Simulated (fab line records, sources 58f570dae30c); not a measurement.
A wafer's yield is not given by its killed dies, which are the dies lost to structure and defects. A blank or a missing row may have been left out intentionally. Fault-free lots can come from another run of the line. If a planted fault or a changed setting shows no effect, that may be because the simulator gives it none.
Problem report, 8D (eight disciplines) form, completed by code ; flow berkeley cmos170 ; the parts of the form that need people (team, actions taken, sign-off) are left out

1. WHAT IS WRONG
run length s at UCB170_V1_ETCH_14 reads a mean of 357.3 s on 1 wafer of 1 lot; wafers without a fault read 319.4 s with a standard deviation of 0.47. That puts it +81 standard deviations away from the usual mean.
The step: etches SiO2 in CHF3/CF4/Ar, stops on Al, target depth 1250 nm, time 291 s.
Earliest sighting: wafer L868.5 on rie diel-01 at day 11 22:43. Wafers with a number at this step in the record: 39, from 13 lots. Rule for "out" (also "out of limits"): further than 4 standard deviations from the usual mean. Any other wafer with a number is counted as sound.

2. WHAT IT IS, WHAT IT ISN'T
question;is;is not
which readings at this step;run length s;drypump motor current A, throttle valve pct
which lots;L868;L848, L849, L851, L852, L853, L855, L856, L857, L858, L860, L862, L865
which wafers of those lots;L868.5;L868.2, L868.4
read on which tools;rie diel-01;rie diel-02, rie diel-03
when;from day 11 22:43;up to then (38 sound wafers)

3. WHAT RULES OUT EACH SUSPECT
Counting: any tool at a process step up to the reading remains a suspect provided it ran every lot that is out. Sound lots after the first of them don't rule it out here, since some wafers of a struck lot are sound.
- pvd sputter-01 at UCB170_M1_SPUTTER_00 (material Al, target thk 600 nm, time 80 s): kept. L868, the lot that is out, went through it at day 11 14:37; up to then, the latest sound lot through it was L857 at day 8 19:22.
- rie diel-01 at UCB170_V1_ETCH_14 (etches SiO2 in CHF3/CF4/Ar, stops on Al, target depth 1250 nm, time 291 s): kept. L868, the lot that is out, went through it at day 11 22:43; up to then, the latest sound lot through it was L860 at day 10 09:51. On those wafers its own readings are out: run length s.
- At UCB170_V1_ETCH_14, inside rie diel-01: chamber 2 took the wafers that are out, while their sound lot-mates went through chambers 0, 1.
Left after counting: pvd sputter-01 at UCB170_M1_SPUTTER_00, rie diel-01 at UCB170_V1_ETCH_14.

4. THE CAUSE (what the simulator had put in)
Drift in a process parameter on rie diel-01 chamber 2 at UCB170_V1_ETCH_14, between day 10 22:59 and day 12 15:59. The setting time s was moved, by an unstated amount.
Of the 2 suspects that counting leaves, this tool is one.

5. THE CHAIN OF EFFECTS, in route order
Each row: a reading whose mean over the struck wafers that have a number lies more than 3 standard deviations from the usual. Scope: only readings with a usual standard deviation given in the record; hours: median across lots of the time from each lot's start at the first step in this table that gives one to its start at this step; sigmas: change in usual standard deviations.
hours;step;reading;usual;on struck wafers;change;sigmas
0;UCB170_V1_ETCH_14;oes product au;0.875 a.u.;0.820;-0.055;-3.9
0;UCB170_V1_ETCH_14;run length s;319.4 s;357.3;+37.9;+81
0;UCB170_V1_STRIP_15;strip time to endpoint s;15.32 s;14.40;-0.92;-8.4
10;UCB170_M3_PROBE_99;sort_bin_3_pad_short;0.0 %;0.4;+0.4;+3.1
Process steps it contains:
- UCB170_V1_ETCH_14: etches SiO2 in CHF3/CF4/Ar, stops on Al, target depth 1250 nm, time 291 s.
- UCB170_V1_STRIP_15: strips in O2.
- UCB170_M3_PROBE_99

6. WHAT WOULD HAVE CAUGHT IT SOONER
In this record the first reading out of limits was taken at day 11 22:43, 24 hours after the fault began at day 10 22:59.
